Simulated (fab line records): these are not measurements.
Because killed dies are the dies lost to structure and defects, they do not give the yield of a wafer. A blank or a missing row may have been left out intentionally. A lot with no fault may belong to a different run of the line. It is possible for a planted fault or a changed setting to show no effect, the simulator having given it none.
2 desks looking at one fault ; flow ritCmos ; each desk holds nothing but its own numbers, with what lay behind them at the end

== FROM THE METROLOGY DESK ==
Lot by lot, what the gauges showed, no matter which tool ran the lot: averages of those sampled wafers that carry a number. If a lot's mean is further than 4 standard deviations from the usual mean, the lot is out of limits and carries the mark OUT (the distance appears in the brackets).
Columns: A = PSD_OVL at RIT_PSD_OVL_MEAS_06, usual 0.6 nm; B = SILICIDE_TI_RS at RIT_SILICIDE_RS_MEAS_02, usual 47.8 ohm/sq; C = SILICIDE_TI_THK at RIT_SILICIDE_THK_MEAS_03, usual 30.0 nm
lot;first seen here;A;B;C
L130;day 3 01:50;1.1;49.1;29.7
L131;day 3 06:52;0.5;48.5;29.7
L132;day 3 13:26;0.7;47.6;30.1
L135;day 4 01:59;-2.2;48.3;29.9
L138;day 4 17:17;0.1;49.0;29.5
L139;day 4 22:44;-1.6;46.9;30.6
L140;day 5 02:33;1.5;47.4;30.4
L141;day 5 08:31;1.2;47.6;30.1
L143;day 5 18:17;-1.5;47.7;30.2
L145;day 6 02:56;0.3;48.1;29.8
L147;day 6 13:59;0.5;56.3 (+8.9) OUT;27.0 (-6.2) OUT
L150;day 7 04:14;1.4;48.6;29.6
L152;day 7 14:07;1.0;48.9;29.5
Finding of this desk: L147 out of limits, first seen on L147 at day 6 15:38 (SILICIDE_TI_RS at RIT_SILICIDE_RS_MEAS_02). Within limits: L130, L131, L132, L135, L138, L139, L140, L141, L143, L145, L150, L152.

== FOR THE TOOL OWNER'S DESK: pvdSputter-03 ==
The tool's own readings at RIT_SILICIDE_SPUTTER_01 (material Ti, target thk 30 nm, time 240 s): means of the sampled wafers that have a number, for each lot that ran on this tool. If a lot's mean is further than 4 standard deviations from the usual mean, the lot is out of limits and carries the mark OUT (the distance appears in the brackets).
Columns: A = throttleValvePct at RIT_SILICIDE_SPUTTER_01, usual 30.0 %
lot;first seen here;A
L130;day 3 03:20;30.6
L143;day 5 19:46;30.5
L145;day 6 04:25;30.5
L147;day 6 15:29;30.3
This desk found nothing out of limits on any of the 4 lots.

== TAKEN TOGETHER ==
The metrology desk could have raised an alarm at day 6 15:38, on L147.
The tool owner's desk saw nothing out of limits.
Tool owner's desk: L147 on record, inside its limits.
All the named lots went through RIT_SILICIDE_SPUTTER_01 on pvdSputter-03.

== WHAT THE SIMULATOR HAD INSERTED ==
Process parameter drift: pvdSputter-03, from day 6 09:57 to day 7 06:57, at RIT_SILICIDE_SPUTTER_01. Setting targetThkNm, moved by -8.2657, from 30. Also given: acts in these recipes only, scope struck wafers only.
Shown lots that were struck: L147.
Time in hours between the start of the fault and the first out-of-limits reading at each desk: metrology desk, 6.
